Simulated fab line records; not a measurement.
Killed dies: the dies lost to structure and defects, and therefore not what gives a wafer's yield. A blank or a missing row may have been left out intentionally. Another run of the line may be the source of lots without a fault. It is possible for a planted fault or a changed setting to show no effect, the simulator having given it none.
A sampling plan put to the test | flow berkeleyCmos170 | one fab line, 25 faults that these records tell of, each judged on the records of the lots that it struck
The plan consists of the line's own looks: route steps at which the wafer is read by a gauge or an inspection but not changed. A look is open to judgement when struck wafers have a number at it and the file gives its usual mean and standard deviation on fault-free wafers. Caught: at a look after the fault's first step, the mean of the struck wafers lies 4 or more of those standard deviations (sigma) from the usual mean. On the tool: here the same test is run on the tool's own readings at the fault's steps. Caught also covers a different recipe on the struck wafers, or a record left blank for those wafers only.

THE FAULTS, as the simulator had put them in
1. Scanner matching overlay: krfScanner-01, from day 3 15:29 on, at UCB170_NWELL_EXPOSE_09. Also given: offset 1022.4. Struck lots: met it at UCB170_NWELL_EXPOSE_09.
2. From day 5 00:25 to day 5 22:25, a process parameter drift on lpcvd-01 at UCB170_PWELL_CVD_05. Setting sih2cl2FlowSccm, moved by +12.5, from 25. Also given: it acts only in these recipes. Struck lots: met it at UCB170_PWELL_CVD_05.
3. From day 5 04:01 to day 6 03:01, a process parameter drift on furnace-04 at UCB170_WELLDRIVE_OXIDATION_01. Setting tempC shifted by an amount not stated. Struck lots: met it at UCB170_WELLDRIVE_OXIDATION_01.
4. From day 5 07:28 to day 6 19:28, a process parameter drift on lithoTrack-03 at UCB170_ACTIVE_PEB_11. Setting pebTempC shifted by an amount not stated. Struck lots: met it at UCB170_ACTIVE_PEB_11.
5. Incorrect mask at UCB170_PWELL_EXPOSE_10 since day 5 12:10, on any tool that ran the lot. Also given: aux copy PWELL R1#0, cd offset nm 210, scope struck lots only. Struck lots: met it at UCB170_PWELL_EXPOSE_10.
6. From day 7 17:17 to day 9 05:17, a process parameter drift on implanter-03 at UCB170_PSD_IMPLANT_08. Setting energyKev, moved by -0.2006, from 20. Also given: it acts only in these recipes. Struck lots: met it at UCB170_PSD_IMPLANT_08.
7. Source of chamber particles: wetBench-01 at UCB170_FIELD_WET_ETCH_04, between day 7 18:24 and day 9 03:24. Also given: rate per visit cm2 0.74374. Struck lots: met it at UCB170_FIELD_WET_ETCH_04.
8. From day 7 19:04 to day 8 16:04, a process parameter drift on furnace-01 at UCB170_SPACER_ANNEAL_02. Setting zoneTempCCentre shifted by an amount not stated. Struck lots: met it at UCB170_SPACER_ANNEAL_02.
9. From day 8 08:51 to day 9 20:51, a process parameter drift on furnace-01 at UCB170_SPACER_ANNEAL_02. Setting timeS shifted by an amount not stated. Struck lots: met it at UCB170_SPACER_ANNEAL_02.
10. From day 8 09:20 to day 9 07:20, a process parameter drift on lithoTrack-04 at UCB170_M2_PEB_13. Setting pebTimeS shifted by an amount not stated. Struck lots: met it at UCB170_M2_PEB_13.
11. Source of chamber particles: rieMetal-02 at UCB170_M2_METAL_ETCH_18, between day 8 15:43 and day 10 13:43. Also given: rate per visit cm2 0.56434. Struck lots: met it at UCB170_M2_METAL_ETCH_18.
12. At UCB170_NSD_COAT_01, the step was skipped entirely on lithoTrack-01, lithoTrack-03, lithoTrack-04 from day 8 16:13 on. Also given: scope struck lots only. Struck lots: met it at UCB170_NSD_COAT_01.
13. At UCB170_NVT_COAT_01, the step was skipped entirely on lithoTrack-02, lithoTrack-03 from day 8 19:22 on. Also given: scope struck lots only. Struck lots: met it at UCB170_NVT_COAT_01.
14. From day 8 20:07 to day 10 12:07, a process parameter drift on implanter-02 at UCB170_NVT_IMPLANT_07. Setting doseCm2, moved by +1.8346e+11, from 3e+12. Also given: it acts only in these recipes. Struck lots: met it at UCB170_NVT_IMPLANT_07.
15. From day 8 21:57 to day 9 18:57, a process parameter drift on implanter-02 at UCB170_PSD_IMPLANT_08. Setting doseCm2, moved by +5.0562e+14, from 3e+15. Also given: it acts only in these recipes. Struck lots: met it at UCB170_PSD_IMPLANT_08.
16. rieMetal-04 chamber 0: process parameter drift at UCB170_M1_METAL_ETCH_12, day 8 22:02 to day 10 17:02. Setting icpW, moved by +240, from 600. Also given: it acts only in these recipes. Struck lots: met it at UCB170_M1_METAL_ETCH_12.
17. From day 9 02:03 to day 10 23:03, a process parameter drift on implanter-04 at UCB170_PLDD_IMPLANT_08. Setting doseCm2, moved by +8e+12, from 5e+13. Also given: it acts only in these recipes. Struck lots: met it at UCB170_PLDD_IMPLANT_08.
18. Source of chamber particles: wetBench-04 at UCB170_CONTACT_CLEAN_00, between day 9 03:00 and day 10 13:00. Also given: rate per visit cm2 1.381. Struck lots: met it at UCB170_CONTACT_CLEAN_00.
19. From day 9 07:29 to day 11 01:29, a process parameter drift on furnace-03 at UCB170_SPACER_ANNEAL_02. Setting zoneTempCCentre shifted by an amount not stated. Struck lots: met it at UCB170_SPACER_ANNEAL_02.
20. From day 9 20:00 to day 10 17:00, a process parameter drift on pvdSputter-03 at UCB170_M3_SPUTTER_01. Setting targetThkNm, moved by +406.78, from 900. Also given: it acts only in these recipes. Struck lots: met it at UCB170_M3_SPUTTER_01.
21. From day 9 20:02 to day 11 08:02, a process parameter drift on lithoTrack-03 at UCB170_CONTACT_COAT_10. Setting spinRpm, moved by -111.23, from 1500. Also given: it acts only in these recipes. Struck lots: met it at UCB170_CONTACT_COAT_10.
22. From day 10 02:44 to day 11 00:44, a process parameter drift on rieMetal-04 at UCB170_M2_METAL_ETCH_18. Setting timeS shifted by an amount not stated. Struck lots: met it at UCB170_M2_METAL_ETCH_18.
23. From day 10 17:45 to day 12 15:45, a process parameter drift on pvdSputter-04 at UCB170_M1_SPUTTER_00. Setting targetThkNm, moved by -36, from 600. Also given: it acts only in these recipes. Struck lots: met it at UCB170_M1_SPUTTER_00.
24. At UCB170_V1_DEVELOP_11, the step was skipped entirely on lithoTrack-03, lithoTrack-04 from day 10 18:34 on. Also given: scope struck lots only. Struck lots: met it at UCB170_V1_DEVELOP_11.
25. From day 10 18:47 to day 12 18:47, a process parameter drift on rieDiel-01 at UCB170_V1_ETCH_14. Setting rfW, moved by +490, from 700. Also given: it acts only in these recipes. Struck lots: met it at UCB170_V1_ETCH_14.

WHAT THE PLAN SAW
fault | on the tool itself                               | first look that catches it                      | reading, sigma                                   | median hours from its first step to that look | hours from the fault's start to the first struck lot there | judged looks passed uncaught
1     | under 2 sigma                                    | UCB170_NWELL_OVL_MEAS_12                        | NWELL_OVL +99 or beyond                          | 0.7                                           | 2                                                          | 0
2     | sih2cl2FlowSccm +99 or beyond sigma              | UCB170_PWELL_THK_MEAS_06                        | PWELL_NITRIDE_THK +12                            | 2.9                                           | 6                                                          | 0
3     | tubeCenterTempC -99 or beyond sigma              | UCB170_WELLDRIVE_THK_MEAS_02                    | WELLDRIVE_OXIDE_THK -6.7                         | 3.5                                           | 8                                                          | 0
4     | plateSensorTCentreC -99 or beyond sigma          | UCB170_ACTIVE_CD_MEAS_13                        | cdNm +24                                         | 0.3                                           | 0                                                          | 0
5     | under 2 sigma                                    | not the one look that can be judged after it    | -                                                | -                                             | -                                                          | 1
6     | beamEnergyKeV -30 sigma                          | no look after it can be judged                  | -                                                | -                                             | -                                                          | 0
7     | under 2 sigma                                    | none of the 3 looks that can be judged after it | -                                                | -                                             | -                                                          | 3
8     | spikeTcCentreC -30 sigma                         | UCB170_SDANNEAL_RS_MEAS_04                      | PLDD_RS +16                                      | 6.4                                           | 16                                                         | 1
9     | no reading that can be judged                    | UCB170_SDANNEAL_RS_MEAS_04                      | PLDD_RS -27                                      | 6.3                                           | 10                                                         | 0
10    | under 2 sigma                                    | UCB170_M2_CD_MEAS_15                            | cdNm -5.0                                        | 0.3                                           | 0                                                          | 0
11    | under 2 sigma                                    | not the one look that can be judged after it    | -                                                | -                                             | -                                                          | 1
12    | the tool's record is blank for the struck wafers | no look after it can be judged                  | -                                                | -                                             | -                                                          | 0
13    | the tool's record is blank for the struck wafers | UCB170_PVT_TW_MEAS_09                           | PVT_TW +27                                       | 5.6                                           | 12                                                         | 0
14    | doseIonsCm2 +52 sigma                            | not the one look that can be judged after it    | strongest: NVT_TW at UCB170_NVT_TW_MEAS_09, +3.2 | -                                             | -                                                          | 1
15    | doseIonsCm2 +99 or beyond sigma                  | UCB170_PSD_TW_MEAS_10                           | PSD_TW +5.6                                      | 0.2                                           | 7                                                          | 0
16    | rfFwdPowerW +99 or beyond sigma                  | UCB170_M1_CD_MEAS_90                            | cdNm -6.2                                        | 0.2                                           | 5                                                          | 0
17    | doseIonsCm2 +99 or beyond sigma                  | UCB170_SDANNEAL_RS_MEAS_04                      | PLDD_RS -20                                      | 13.8                                          | 18                                                         | 3
18    | no reading that can be judged                    | none of the 2 looks that can be judged after it | -                                                | -                                             | -                                                          | 2
19    | spikeTcCentreC -29 sigma                         | UCB170_SDANNEAL_RS_MEAS_04                      | PLDD_RS +21                                      | 6.7                                           | 13                                                         | 0
20    | under 2 sigma                                    | UCB170_M3_RS_MEAS_02                            | M3_AL_RS -29                                     | 0.1                                           | 12                                                         | 0
21    | spinSpeedRpm -99 or beyond sigma                 | none of the 2 looks that can be judged after it | -                                                | -                                             | -                                                          | 2
22    | runLengthS -99 or beyond sigma                   | UCB170_M2_CD_MEAS_90                            | cdNm +6.6                                        | 0.3                                           | 2                                                          | 0
23    | under 2 sigma                                    | UCB170_M1_RS_MEAS_01                            | M1_AL_RS +6.5                                    | 0.1                                           | 1                                                          | 0
24    | no reading that can be judged                    | no look after it can be judged                  | -                                                | -                                             | -                                                          | 0
25    | rfFwdPowerW +99 or beyond sigma                  | UCB170_V1_CD_MEAS_90                            | cdNm +8.1                                        | 0.3                                           | 9                                                          | 0
A dash: the fault is not caught, or the number is missing from these records.

Caught at a look: 16 of 25. Caught on the tool: 15 of 25. By one or the other: 20 of 25.
Faults caught by the tool alone: 6, 12, 14, 21.
Caught at a look alone: faults 1, 9, 10, 20, 23.
Caught by neither: faults 5, 7, 11, 18, 24.

THINNER SAMPLING
Were the look that catches a fault to measure just every second or every third lot (counted by lot number), the first struck lot would, at worst, be measured this late:
fault | struck lots at that look, in order of time | every lot | every second lot | every third lot
1     | L344, L347, L348, L350                     | 2 h       | 17 h             | may miss all 4
2     | L502, L503, L504                           | 6 h       | 6 h              | 15 h
3     | L833, L832                                 | 8 h       | 8 h              | may miss all 2
4     | L412, L413, L415                           | 0 h       | 0 h              | may miss all 3
8     | L447, L448, L449                           | 16 h      | 24 h             | 24 h
9     | L636, L637                                 | 10 h      | 10 h             | may miss all 2
10    | L948, L950                                 | 0 h       | may miss all 2   | may miss all 2
13    | L631, L630, L632                           | 12 h      | 12 h             | 18 h
15    | L476, L480                                 | 7 h       | may miss all 2   | may miss all 2
16    | L314, L316                                 | 5 h       | may miss all 2   | may miss all 2
17    | L109, L111, L114                           | 18 h      | 35 h             | may miss all 3
19    | L880, L881                                 | 13 h      | 13 h             | may miss all 2
20    | L676, L678                                 | 12 h      | may miss all 2   | may miss all 2
22    | L650, L653                                 | 2 h       | 11 h             | may miss all 2
23    | L573, L574                                 | 1 h       | 2 h              | may miss all 2
25    | L440, L444, L445                           | 9 h       | 36 h             | 36 h
Hours count from the start of the fault until the first struck lot that is measured. The test against the limit of 4 sigma pooled every struck wafer, which means one lot taken alone may stay below that limit. Other struck lots may not be in these records.

THE LONGEST TIMED WAY FROM STEP TO LOOK
In fault 17, a median of 13.8 hours elapses between UCB170_PLDD_IMPLANT_08 and UCB170_SDANNEAL_RS_MEAS_04. The looks between them that can be judged stayed within 4 sigma: UCB170_PLDD_TW_MEAS_11, UCB170_NLDD_OVL_MEAS_07, UCB170_SDANNEAL_RS_MEAS_03.
